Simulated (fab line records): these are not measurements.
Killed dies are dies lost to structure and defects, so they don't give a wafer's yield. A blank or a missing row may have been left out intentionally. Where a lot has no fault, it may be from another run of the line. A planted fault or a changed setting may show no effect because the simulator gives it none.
Problem report in the 8D (eight disciplines) form, filled by code :: flow rit-cmos :: the parts of the form that need people (team, actions taken, sign-off) are left out

== 1. THE ISSUE ==
Mean PSD_TW at RIT_PSD_TW_MEAS_10: 30 over 9 wafers in 3 lots; fault-free wafers: 3413, standard deviation 22. That is -99 or more standard deviations from the usual mean.
First observed at day 5 19:58: wafer L769.2, on film-metro-02. At this step, 45 wafers from 15 lots have a number in the record. Rule for "out" (also "out of limits"): further than 4 standard deviations from the usual mean. The other wafers with a number count as sound.

== 2. WHAT IT IS, AND WHAT IT ISN'T ==
question: which readings at this step
is: PSD_TW
is not: -

question: which lots
is: L769, L770, L771
is not: L756, L757, L758, L759, L760, L762, L763, L773, L776, L777, L778, L779

question: which wafers of those lots
is: all that have a number
is not: -

question: read on which gauges
is: film-metro-02, film-metro-04
is not: film-metro-03

question: when
is: from day 5 19:58
is not: up to then (21 sound wafers); but 15 sound wafers of L773, L776, L777, L778, L779 came after

== 3. SUSPECTS, AND WHAT RULES EACH OUT ==
Counting: any tool at a process step up to the reading is kept as a suspect provided that every lot that is out went through it and no sound lot did after the first of them.
- the gauge at RIT_PSD_TW_MEAS_10 is ruled out. 2 gauges (film-metro-02, film-metro-04) read the wafers that are out.
- plasma-asher-03 at RIT_NSD_STRIP_09 (strips in O2, time 180 s): ruled out as a lasting fault. The sound lots L773, L778 went through it after L769, its earliest lot that is out (day 5 18:21).
Left after counting: nothing in the record.

== 4. THE CAUSE (what the simulator had put in) ==
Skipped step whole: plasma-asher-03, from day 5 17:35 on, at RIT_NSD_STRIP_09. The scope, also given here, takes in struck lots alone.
The count ruled it out by mistake, since the rule takes a fault to strike every lot its tool runs from the start of the fault on, and this one did not do so.

== 5. THE CHAIN OF EFFECTS, in route order ==
One row per reading whose mean, taken over the struck wafers that have a number, lies over 3 standard deviations from the usual. Only readings whose record carries a usual standard deviation are examined. hours: median over the lots of the time between each lot's start at the first step of this table that gives one and its start at this step. sigmas: the change, counted in usual standard deviations.
hours: 0
step: RIT_PSD_TW_MEAS_10
reading: PSD_TW
usual: 3413
on struck wafers: 30
change: -3383
sigmas: -99 or more
Readings that are blank on the struck wafers while sound wafers have them: chamber-pressure-mTorr at RIT_NSD_STRIP_09; drypump-motor-current-A at RIT_NSD_STRIP_09.

== 6. WHAT WOULD HAVE CAUGHT IT SOONER ==
2 hours passed between the start of the fault at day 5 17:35 and the first reading out of limits at a measuring or inspecting step in this record, taken at day 5 19:58.
At RIT_NSD_STRIP_09 the tool's readings are blank on the struck wafers, where sound wafers have them: an empty tool record is the first sign, and it was there at once.
